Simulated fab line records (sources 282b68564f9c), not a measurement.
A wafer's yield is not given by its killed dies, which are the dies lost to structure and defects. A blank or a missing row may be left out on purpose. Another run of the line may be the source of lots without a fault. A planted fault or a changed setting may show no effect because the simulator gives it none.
One fault seen from 2 desks :: flow ritCmos :: only its own numbers are on each desk; what lay behind them is given at the end

## AT THE METROLOGY DESK
Means of the sampled wafers that have a number, per lot and without regard to the tool the lot ran on: this is what the gauges read. Marked OUT: a lot whose mean sits more than 4 standard deviations from the usual mean, which makes it out of limits; the brackets give that distance.
Columns: A = CONTACT_TEOS_THK at RIT_CONTACT_THK_MEAS_01, usual 399 nm
lot: L935
first seen here: day 3 09:11
A: 396

lot: L936
first seen here: day 3 11:46
A: 402

lot: L937
first seen here: day 3 15:23
A: 398

lot: L938
first seen here: day 3 20:22
A: 407

lot: L940
first seen here: day 4 04:19
A: 402

lot: L941
first seen here: day 4 08:26
A: 407

lot: L942
first seen here: day 4 18:49
A: 390

lot: L944
first seen here: day 5 00:28
A: 401

lot: L946
first seen here: day 5 11:02
A: 403

lot: L953
first seen here: day 7 07:01
A: 348 (-9.4) OUT

lot: L955
first seen here: day 7 15:52
A: 403

lot: L957
first seen here: day 8 01:56
A: 397

lot: L958
first seen here: day 8 08:23
A: 393
This desk's result: L953 out of limits, first on L953 (CONTACT_TEOS_THK at RIT_CONTACT_THK_MEAS_01), day 7 07:01. In limits: L935, L936, L937, L938, L940, L941, L942, L944, L946, L955, L957, L958.

## DESK OF THE TOOL OWNER: pecvd-04
The tool's own readings at RIT_CONTACT_CVD_00 (deposits SiO2 from TEOS, target thk 400 nm, time 61 s): means of the sampled wafers that have a number, for each lot that ran on this tool. Marked OUT: a lot whose mean sits more than 4 standard deviations from the usual mean, which makes it out of limits; the brackets give that distance.
Columns: A = heaterPowerW at RIT_CONTACT_CVD_00, usual 320 W
lot: L935
first seen here: day 3 09:07
A: 373

lot: L938
first seen here: day 3 20:18
A: 376

lot: L941
first seen here: day 4 08:23
A: 311

lot: L944
first seen here: day 5 00:24
A: 325

lot: L953
first seen here: day 7 06:58
A: 396
This desk's verdict: no lot among the 5 shows anything out of limits.

## BROUGHT TOGETHER
An alarm was possible from the metrology desk at day 7 07:01, on L953.
The tool owner's desk saw nothing out of limits.
Tool owner's desk: L953 on record, inside its limits.
Every lot named ran RIT_CONTACT_CVD_00 on pecvd-04.

## WHAT THE SIMULATOR PUT IN
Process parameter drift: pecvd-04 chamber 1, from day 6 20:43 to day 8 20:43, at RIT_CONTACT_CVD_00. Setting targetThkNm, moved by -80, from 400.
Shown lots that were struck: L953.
Time in hours between the start of the fault and the first out-of-limits reading at each desk: metrology desk, 10.
